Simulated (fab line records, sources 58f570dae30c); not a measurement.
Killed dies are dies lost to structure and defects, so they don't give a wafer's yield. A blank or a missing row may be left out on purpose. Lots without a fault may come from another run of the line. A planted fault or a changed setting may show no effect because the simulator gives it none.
Which tool did it? | flow berkeley_cmos170 | 14 lots, 42 wafers sampled, at 2 steps of a route of 331

WHAT THE GAUGES READ, wafer by wafer
UCB170_V1_CD_MEAS_12: target cd 700 nm. Usual: cd_nm 699.9 nm, standard deviation 1.4.
lot  | measured     | on        | cd_nm (nm)        | flag
L577 | day 8 10:19  | cd_sem-01 | 700.1 700.7 699.7 |
L578 | day 8 08:46  | cd_sem-02 | 699.0 699.6 698.9 |
L579 | day 8 19:49  | cd_sem-01 | 699.3 700.1 700.6 |
L580 | day 8 19:07  | cd_sem-02 | 700.8 699.6 698.7 |
L581 | day 8 08:26  | cd_sem-02 | 701.4 701.5 702.0 |
L582 | day 9 10:14  | cd_sem-02 | 700.6 701.4 701.0 |
L584 | day 9 18:01  | cd_sem-02 | 701.8 701.0 701.5 |
L587 | day 10 22:55 | cd_sem-02 | 698.7 699.5 699.4 |
L589 | day 10 22:35 | cd_sem-02 | 701.7 702.2 700.8 |
L590 | day 10 17:23 | cd_sem-01 | 700.1 700.0 699.9 |
L592 | day 10 22:26 | cd_sem-01 | 696.8 698.9 697.8 |
L596 | day 11 19:38 | cd_sem-02 | 700.5 700.6 699.6 |
L597 | day 12 06:47 | cd_sem-01 | 701.9 700.7 699.8 |
L599 | day 12 19:40 | cd_sem-02 | 697.8 698.0 698.5 |

WHICH TOOL RAN EACH LOT (tool, then ch and the chambers of the sampled wafers, then the start)
lot  | UCB170_ZERO_ETCH_06
L577 | rie_diel-04 ch 0,2, day 1 18:25
L578 | rie_diel-03 ch 0,1,3, day 2 01:41
L579 | rie_diel-01 ch 0,2, day 2 08:10
L580 | rie_diel-01 ch 2,3, day 2 12:25
L581 | rie_diel-04 ch 0,1,2, day 2 17:59
L582 | rie_diel-04 ch 2,3, day 3 00:56
L584 | rie_diel-03 ch 0,2, day 3 10:48
L587 | rie_diel-03 ch 0,2,3, day 4 03:53
L589 | rie_diel-04 ch 0,3, day 4 14:27
L590 | rie_diel-03 ch 0,1,3, day 4 14:43
L592 | rie_diel-01 ch 1,2, day 4 22:23
L596 | rie_diel-03 ch 0,2,3, day 5 18:04
L597 | rie_diel-03 ch 0,1, day 6 01:13
L599 | rie_diel-04 ch 0,1,3, day 6 10:10
- UCB170_ZERO_ETCH_06: etches SiO2 in CHF3/CF4/Ar, time 12 s.

WHAT THE TOOLS THEMSELVES READ (means of the sampled wafers that have a number; where no wafer has one, the mark that the record gives instead)
UCB170_ZERO_ETCH_06. Usual: chamber_pressure_mTorr 100.01 mTorr, standard deviation 0.086; drypump_motor_current_A 5.5 A, standard deviation 0.44; oes_product_au 0.619 a.u., standard deviation 0.0094; throttle_valve_pct 9.22 %, standard deviation 0.15.
lot  | tool        | chamber_pressure_mTorr (mTorr) | drypump_motor_current_A (A) | oes_product_au (a.u.) | throttle_valve_pct (%) | flag
L577 | rie_diel-04 | 100.02                         | 5.9                         | 0.617                 | 9.36                   |
L578 | rie_diel-03 | 99.92                          | 5.4                         | 0.622                 | 9.19                   |
L579 | rie_diel-01 | 100.05                         | 5.4                         | 0.631                 | 9.41                   |
L580 | rie_diel-01 | 99.99                          | 5.7                         | 0.620                 | 9.34                   |
L581 | rie_diel-04 | 100.02                         | 5.6                         | 0.618                 | 9.25                   |
L582 | rie_diel-04 | 99.98                          | 5.5                         | 0.620                 | 9.14                   |
L584 | rie_diel-03 | 99.93                          | 4.9                         | 0.621                 | 9.24                   |
L587 | rie_diel-03 | 99.95                          | 5.2                         | 0.623                 | 9.19                   |
L589 | rie_diel-04 | 100.11                         | 6.1                         | 0.613                 | 9.27                   |
L590 | rie_diel-03 | 99.95                          | 5.4                         | 0.617                 | 9.18                   |
L592 | rie_diel-01 | 100.10                         | 5.3                         | 0.612                 | 9.19                   |
L596 | rie_diel-03 | 99.92                          | 5.2                         | 0.630                 | 9.19                   |
L597 | rie_diel-03 | 99.90                          | 5.2                         | 0.627                 | 9.29                   |
L599 | rie_diel-04 | 100.11                         | 5.9                         | 0.617                 | 9.15                   |

THE ANSWER, worked out from the rows above alone
Rule: a lot is off if the mean of its wafers that have a number lies more than 3 standard deviations from the usual mean. A lot without any number at a reading at which 4 lots or more have one is off too. The other lots that the step has rows for count as sound. The gauges are gone through in route order, then the tools' own readings, and for those a lot's mean is taken as printed above. The first step at which some lot is off is used, and at that step the reading that is off furthest; a lot without a number counts as furthest.
No lot is off at any reading shown: from this, nothing can be told.

WHAT THE SIMULATOR HAD PUT IN
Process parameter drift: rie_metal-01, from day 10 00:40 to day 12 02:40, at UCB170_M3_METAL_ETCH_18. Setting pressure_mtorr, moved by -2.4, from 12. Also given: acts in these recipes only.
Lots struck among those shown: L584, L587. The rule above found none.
